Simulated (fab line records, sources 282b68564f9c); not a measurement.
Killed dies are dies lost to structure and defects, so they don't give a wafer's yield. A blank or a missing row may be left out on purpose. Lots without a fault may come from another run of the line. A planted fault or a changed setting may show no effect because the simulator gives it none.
A struck lot beside a sound one | flow rit_cmos | 27 steps out of a route of 202
Sound: wafers L898.1, L898.2, L898.3. Struck: wafers L889.1, L889.2, L889.5. The cause comes at the end.
At each step with rows: each side's tool, then ch and its chambers, then its first start. Under that, the readings that differ: sound wafers | struck wafers | difference of the means | sigmas: that difference in standard deviations of wafers without a fault.
alike: readings whose means differ by less than 2 such deviations, and words and numbers that are the same on both sides. not compared: withheld readings, readings that some wafer has no value for, bounds like >300 that may hide the same value, and numbers for which the record gives no deviation and whose values overlap.
The two part at a step that has a row with sigmas, a row that says differs or no value, or rows on one side only. Numbers that don't overlap but have no deviation are shown without sigmas and don't part them. A reading that every wafer of one side lacks parts them only if that side has two wafers or more.

first, 4 steps without rows for these wafers: RIT_CONTACT_SOFTBAKE_04 (time 60 s); RIT_CONTACT_EXPOSE_05 (exposes mask M11, target cd 1000 nm); RIT_CONTACT_PEB_06; RIT_CONTACT_DEVELOP_07 (develop time 120 s).
RIT_CONTACT_CD_MEAS_08: target cd 1000 nm.
  sound on cd_sem-01, day 8 01:39; struck on cd_sem-01, day 5 11:53
  reading    | sound                | struck            | difference | sigmas
  cd_nm (nm) | 1002.6 1002.8 1003.1 | 999.2 997.9 996.3 | -5.0       | -2
RIT_CONTACT_OVL_MEAS_09:
  sound on overlay-01, day 8 01:46; struck on overlay-01, day 5 12:01
  alike: CONTACT_OVL
then, 1 step without rows for these wafers: RIT_CONTACT_HARDBAKE_10 (time 60 s).
RIT_CONTACT_ETCH_11: etches SiO2 in CHF3/CF4/Ar, stops on TiSi2, target depth 480 nm, time 320 s.
  sound on rie_diel-02 ch 0,2,3, day 8 01:58; struck on rie_diel-03 ch 1,3, day 5 12:12
  alike: cf4_flow_sccm, chamber_pressure_mTorr, drypump_motor_current_A, oes_product_au, throttle_valve_pct
  not compared: rf_hours_counter_h
RIT_CONTACT_STRIP_12: strips in O2, time 180 s.
  sound on plasma_asher-04 ch 0,1, day 8 02:09; struck on plasma_asher-04 ch 0,1, day 5 12:23
  alike: chamber_pressure_mTorr, drypump_motor_current_A
  not compared: rf_hours_counter_h
RIT_CONTACT_CD_MEAS_90: target cd 1000 nm.
  sound on cd_sem-02, day 8 02:20; struck on cd_sem-01, day 5 12:34
  reading    | sound                | struck            | difference | sigmas
  cd_nm (nm) | 1002.3 1002.8 1003.2 | 998.7 998.4 996.7 | -4.8       | -2
then, 2 steps without rows for these wafers: RIT_CONTACT_CLEAN_13 (cleans in SC1, time 600 s); RIT_CONTACT_CLEAN_14 (cleans in SC2, time 600 s).
RIT_M1_SPUTTER_00: material Al, target thk 400 nm, time 500 s.
  sound on pvd_sputter-04, day 8 02:49; struck on pvd_sputter-03, day 5 13:03
  no value came back on the struck wafers for cathode_dc_power_W (W), chamber_pressure_pa (Pa), throttle_valve_pct (%), time_s (s); on the sound wafers cathode_dc_power_W (W) reads 2000.3 1999.6 1999.4
RIT_M1_RS_MEAS_01: measures by four-point-probe.
  sound on film_metro-03, day 8 03:07; struck on film_metro-03, day 5 13:21
  reading           | sound                | struck | difference                    | sigmas
  M1_AL_RS (ohm/sq) | 0.0721 0.0732 0.0725 | - - -  | no value on the struck wafers |
RIT_M1_THK_MEAS_02: measures by xrf.
  sound on film_metro-03, day 8 03:14; struck on film_metro-03, day 5 13:28
  reading        | sound       | struck   | difference | sigmas
  M1_AL_THK (nm) | 407 399 404 | <1 <1 <1 | differs    |
then, 6 steps without rows for these wafers: RIT_M1_HMDS_03 (prime time 60 s); RIT_M1_COAT_04 (resist thk 1300 nm); RIT_M1_SOFTBAKE_05 (time 60 s); RIT_M1_EXPOSE_06 (exposes mask M12, target cd 2600 nm); RIT_M1_PEB_07; RIT_M1_DEVELOP_08 (develop time 68 s).
RIT_M1_CD_MEAS_09: target cd 2600 nm.
  sound on cd_sem-02, day 8 04:10; struck on cd_sem-01, day 5 14:32
  alike: cd_nm
RIT_M1_OVL_MEAS_10:
  sound on overlay-01, day 8 04:17; struck on overlay-02, day 5 14:39
  alike: M1_OVL
then, 1 step without rows for these wafers: RIT_M1_HARDBAKE_11 (time 120 s).
RIT_M1_METAL_ETCH_12: etches Al in Cl2/BCl3, stops on SiO2, time 165 s, target depth 600 nm.
  sound on rie_metal-03 ch 1, day 8 04:40; struck on rie_metal-03 ch 0,1, day 5 14:56
  reading               | sound             | struck            | difference | sigmas
  oes_product_au (a.u.) | 0.792 0.788 0.801 | 0.337 0.337 0.332 | -0.458     | -42
  alike: chamber_pressure_mTorr, drypump_motor_current_A, throttle_valve_pct
  not compared: rf_hours_counter_h
then, 1 step without rows for these wafers: RIT_M1_STRIP_13 (strips in nmp, time 600 s).
RIT_M1_PROBE_99:
  sound on prober-01, day 8 07:05; struck on prober-02, day 5 17:13
  reading                  | sound             | struck         | difference | sigmas
  defect_limited_yield (%) | 97.3 96.6 94.3    | 0 0 0          | -96        | -96
  killed_at_M0_to_M3       | 0 0 0             | 260 264 263    | +262       | +99 or more
  killed_at_front_end      | 7 9 15            | 4 0 1          | -9         | -3
  killed_dies              | 7 9 15            | 264 264 264    | +254       | +94
  killed_on_rim            | 2 3 5             | 70 70 70       | +67        | +48
  killed_open              | 5 4 9             | 0 0 0          | -6         | -3
  sort_bin_3_pad_short (%) | 0 0.4 0.4         | 24.2 22.3 25.4 | +23.7      | +99 or more
  sort_bin_5_function (%)  | 1.5 2.7 3.0       | 72.3 73.5 71.6 | +70.1      | +99 or more
  sort_bin_6_memory (%)    | 1.1 0.4 2.3       | 3.4 4.2 3.0    | +2.3       | +4
  sort_n_pass              | 257.0 255.0 249.0 | 0 0 0          | -254       | -94
  sort_yield_pct (%)       | 97.3 96.6 94.3    | 0 0 0          | -96        | -96
  alike: killed_short

WHERE THEY PART
First at RIT_CONTACT_CD_MEAS_08; last, within this record, at RIT_M1_PROBE_99.

WHY: what the simulator had put in
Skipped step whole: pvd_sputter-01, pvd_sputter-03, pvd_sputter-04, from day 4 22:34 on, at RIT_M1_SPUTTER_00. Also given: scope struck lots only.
